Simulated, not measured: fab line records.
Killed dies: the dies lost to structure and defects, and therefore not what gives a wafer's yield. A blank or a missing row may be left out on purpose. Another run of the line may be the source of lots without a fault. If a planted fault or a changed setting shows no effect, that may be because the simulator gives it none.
Which of the tools did it?	flow ritCmos	route of 202 steps, sampled at 1 step: 12 lots, 36 wafers

## WHAT EACH GAUGE READ, for each wafer
The record holds no reading of a measuring or inspecting step that can be judged against a usual standard deviation.

## WHICH TOOL RAN EACH LOT (tool, then ch and the chambers of the sampled wafers, then the start)
lot	RIT_CONTACT_SOFTBAKE_04
L439	lithoTrack-02 ch 0, day 3 04:35
L440	lithoTrack-04 ch 0, day 3 07:19
L441	lithoTrack-03 ch 0, day 3 14:27
L442	lithoTrack-02 ch 0, day 3 18:38
L443	lithoTrack-04 ch 0, day 4 00:56
L444	lithoTrack-03 ch 0, day 4 04:31
L448	lithoTrack-02 ch 0, day 5 00:40
L450	lithoTrack-02 ch 0, day 5 09:25
L454	lithoTrack-02 ch 0, day 6 05:28
L457	lithoTrack-04 ch 0, day 6 21:28
L461	lithoTrack-03 ch 0, day 7 18:58
L462	lithoTrack-03 ch 0, day 8 03:25
- RIT_CONTACT_SOFTBAKE_04: time 60 s.

## AS READ BY THE TOOLS THEMSELVES (means over the sampled wafers that have a number; for cases with no such wafer, the mark the record gives instead)
RIT_CONTACT_SOFTBAKE_04.
lot	tool	runLengthS (s)
L439	lithoTrack-02	89.19
L440	lithoTrack-04	88.65
L441	lithoTrack-03	89.36
L442	lithoTrack-02	89.18
L443	lithoTrack-04	88.68
L444	lithoTrack-03	89.25
L448	lithoTrack-02	89.11
L450	lithoTrack-02	92.91
L454	lithoTrack-02	92.88
L457	lithoTrack-04	88.63
L461	lithoTrack-03	89.39
L462	lithoTrack-03	89.17

## THE ANSWER, worked out from the rows above alone
Rule: the lots themselves supply what counts as usual. Put in order of their means at a reading, lots are off if they are a third of the lots or fewer, leave a main group of 4 or more, and stand apart from it by a gap of 3 or more times the standard deviation of the main group's means; of several such gaps the widest counts. If all means in a main group match to the digits the tables above print for the reading, that group is not used. A lot without any number at a reading at which 4 lots or more have one is off too. Where the step has rows for the other lots, those lots are counted as sound. The gauges are gone through in route order, then the tools' own readings, and for those a lot's mean is taken as printed above. At the first step where some lot is off, the reading lying furthest off is the one used; lots without a number count as furthest.
Off at RIT_CONTACT_SOFTBAKE_04 (runLengthS): L450, L454. Main group: mean 89.06 s, sd 0.28.
A tool fits if, at that step or a process step before it, it ran every lot that is off, and no sound lot after the first of them. One candidate fits, namely lithoTrack-02 at RIT_CONTACT_SOFTBAKE_04. Its last sound lot is L448 (day 5 00:40), its first lot that is off L450 (day 5 09:25): a fault that began between those two fits.
On the lots that are off, the tool's own readings at RIT_CONTACT_SOFTBAKE_04 differ by more than 5 times the standard deviation of the sound lots' means, which bears it out; runLengthS reads 92.89 s there versus 89.06 s on the sound lots.

## WHAT THE SIMULATOR HAD INSERTED
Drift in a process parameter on lithoTrack-02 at RIT_CONTACT_SOFTBAKE_04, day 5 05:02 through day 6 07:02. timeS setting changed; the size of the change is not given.
Lots struck among those shown: L450, L454. The rule above reached the same finding.
